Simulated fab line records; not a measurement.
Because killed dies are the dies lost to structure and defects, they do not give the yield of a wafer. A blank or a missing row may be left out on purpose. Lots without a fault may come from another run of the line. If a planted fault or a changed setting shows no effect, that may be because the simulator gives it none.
A struck lot beside a sound one -- flow berkeley_cmos170 -- 30 steps out of a route of 331
Sound: the wafers L333.3, L333.4, L333.5. The struck wafers were L344.2, L344.5, L344.6. Last of all comes the cause.
Order at every step that has rows: each side's tool, ch and its chambers, its first start. Under that, the readings that differ: sound wafers -- struck wafers -- difference of the means -- sigmas: that difference in standard deviations of wafers without a fault.
alike: a reading whose means differ by less than 2 such deviations, as well as words and numbers matching on both sides. not compared: withheld readings; readings where some wafer has no value; bounds like >300 that might hide an equal value; numbers whose values overlap and for which the record gives no deviation.
Wherever a step has rows on one side only, a row that says differs or no value, or a row with sigmas, the two part there. When numbers do not overlap yet have no deviation, they are printed without sigmas and do not part them. Lack of a reading on every wafer of one side parts them only where that side has two or more wafers.

UCB170_SDANNEAL_RTA_01: time 5 s.
  sound on rtp_anneal-02 ch 0, day 8 11:49; struck on rtp_anneal-02 ch 0, day 10 05:09
  alike: lamp_power_pct, wafer_temp_C_max
UCB170_SDANNEAL_RS_MEAS_02: measures by four-point-probe.
  sound on film_metro-02 at day 8 11:53; struck on film_metro-02 at day 10 05:13
  alike: PSD_RS
UCB170_SDANNEAL_RS_MEAS_03: measures by four-point-probe.
  sound on film_metro-02 at day 8 12:01; struck on film_metro-02 at day 10 05:20
  alike: NSD_RS
UCB170_SDANNEAL_RS_MEAS_04: measures by four-point-probe.
  sound on film_metro-02 at day 8 12:08; struck on film_metro-02 at day 10 05:28
  alike: PLDD_RS
UCB170_SDANNEAL_RS_MEAS_05: measures by four-point-probe.
  sound on film_metro-02 at day 8 12:15; struck on film_metro-02 at day 10 05:35
reading,sound,struck,difference,sigmas
NLDD_RS (ohm/sq),614.6 614.4 614.6,618.6 618.1 619.6,+4.2,+3
then, 2 steps without rows for these wafers: UCB170_SILICIDE_PRE_CLEAN_00 (preclean etch time 60 s); UCB170_SILICIDE_SPUTTER_01 (material Ti, target thk 30 nm, time 25 s).
UCB170_SILICIDE_RS_MEAS_02: measures by four-point-probe.
  sound on film_metro-01 at day 8 12:28; struck on film_metro-02 at day 10 05:47
  alike: SILICIDE_TI_RS
UCB170_SILICIDE_THK_MEAS_03: measures by xrf.
  sound on film_metro-01 at day 8 12:34; struck on film_metro-02 at day 10 05:54
  alike: SILICIDE_TI_THK
then, 3 steps without rows for these wafers: UCB170_SILICIDE_RTA_04 (time 15 s); UCB170_SILICIDE_WET_ETCH_05 (etches Ti in SPM, time 45 s); UCB170_CONTACT_CLEAN_00 (cleans in SPM, time 600 s).
UCB170_CONTACT_CVD_01: deposits PSG from SiH4/O2/PH3, target thk 700 nm, time 2820 s.
  sound on lpcvd-02 ch 1, day 8 13:08; struck on lpcvd-02 ch 0, day 10 06:13
reading,sound,struck,difference,sigmas
model.PSG_of_CONTACT_CVD_01.thk_nm (nm),699.9 705.4 701.3,859.8 857.7 859.1,+156.7,
  alike: susceptor_temp_C
UCB170_CONTACT_THK_MEAS_02:
  sound on film_metro-01 at day 8 15:50; struck on film_metro-02 at day 10 09:08
reading,sound,struck,difference,sigmas
CONTACT_PSG_THK (nm),700 706 701,860 858 858,+156,+20
  not compared: hold
then, 2 steps without rows for these wafers: UCB170_CONTACT_COAT_04 (resist thk 900 nm); UCB170_CONTACT_SOFTBAKE_05 (time 60 s).
UCB170_CONTACT_STRIP_06: strips in O2.
  sound on plasma_asher-01 ch 0,1, day 8 16:41; struck on plasma_asher-01 ch 0,1, day 10 14:25
  alike: chamber_pressure_mTorr, drypump_motor_current_A, oes_product_au, strip_time_to_endpoint_s
  not compared: rf_hours_counter_h
then, 1 step without rows for these wafers: UCB170_CONTACT_CLEAN_07 (cleans in SPM, time 600 s).
UCB170_CONTACT_RTA_08: time 10 s.
  sound on rtp_anneal-02 ch 0, day 8 17:01; struck on rtp_anneal-02 ch 0, day 10 14:41
  alike: lamp_power_pct, wafer_temp_C_max
then, 6 steps without rows for these wafers: UCB170_CONTACT_COAT_09; UCB170_CONTACT_COAT_10 (resist thk 900 nm); UCB170_CONTACT_SOFTBAKE_11 (time 60 s); UCB170_CONTACT_EXPOSE_12 (exposes mask CONT, target cd 700 nm); UCB170_CONTACT_PEB_13; UCB170_CONTACT_DEVELOP_14 (develop time 45 s).
UCB170_CONTACT_CD_MEAS_15 targets a cd of 700 nm.
  sound on cd_sem-02 at day 8 18:40; struck on cd_sem-01 at day 10 16:17
  alike: cd_nm
UCB170_CONTACT_OVL_MEAS_16:
  sound on overlay-01 at day 8 18:45; struck on overlay-02 at day 10 16:23
  alike: CONTACT_OVL
UCB170_CONTACT_ETCH_17: etches BARC in N2/H2.
  sound on rie_diel-02 ch 1,3, day 8 18:46; struck on rie_diel-02 ch 1,2, day 10 16:25
  alike: bias_w, chamber_pressure_mTorr, drypump_motor_current_A, h2_flow_sccm, oes_product_au, throttle_valve_pct
UCB170_CONTACT_ETCH_18: etches PSG in CHF3/CF4/Ar, stops on TiSi2, target depth 840 nm, time 195 s.
  sound: rie_diel-02 ch 1,3; struck: rie_diel-02 ch 1,2
reading,sound,struck,difference,sigmas
oes_product_au (a.u.),0.896 0.891 0.889,0.989 0.983 0.991,+0.096,+6
model.etch.depth_nm (nm),699.9 705.4 701.3,840.9 838.9 844.3,+139.2,
model.CONTACT.feature_depth_nm (nm),699.9 705.4 701.3,840.9 838.9 844.3,+139.2,
  alike: chamber_pressure_mTorr, drypump_motor_current_A, throttle_valve_pct
  not compared: rf_hours_counter_h
UCB170_CONTACT_STRIP_19: strips in O2.
  sound on plasma_asher-03 ch 0,1, day 8 18:58; struck on plasma_asher-01 ch 0,1, day 10 16:35
  alike: chamber_pressure_mTorr, drypump_motor_current_A, oes_product_au
  not compared: rf_hours_counter_h

## WHERE THEY PART
Earliest at UCB170_SDANNEAL_RS_MEAS_05; latest, in this record, at UCB170_CONTACT_ETCH_18. Later steps at which nothing parts them and some readings are alike: UCB170_CONTACT_STRIP_19.

WHY: whatever the simulator had introduced
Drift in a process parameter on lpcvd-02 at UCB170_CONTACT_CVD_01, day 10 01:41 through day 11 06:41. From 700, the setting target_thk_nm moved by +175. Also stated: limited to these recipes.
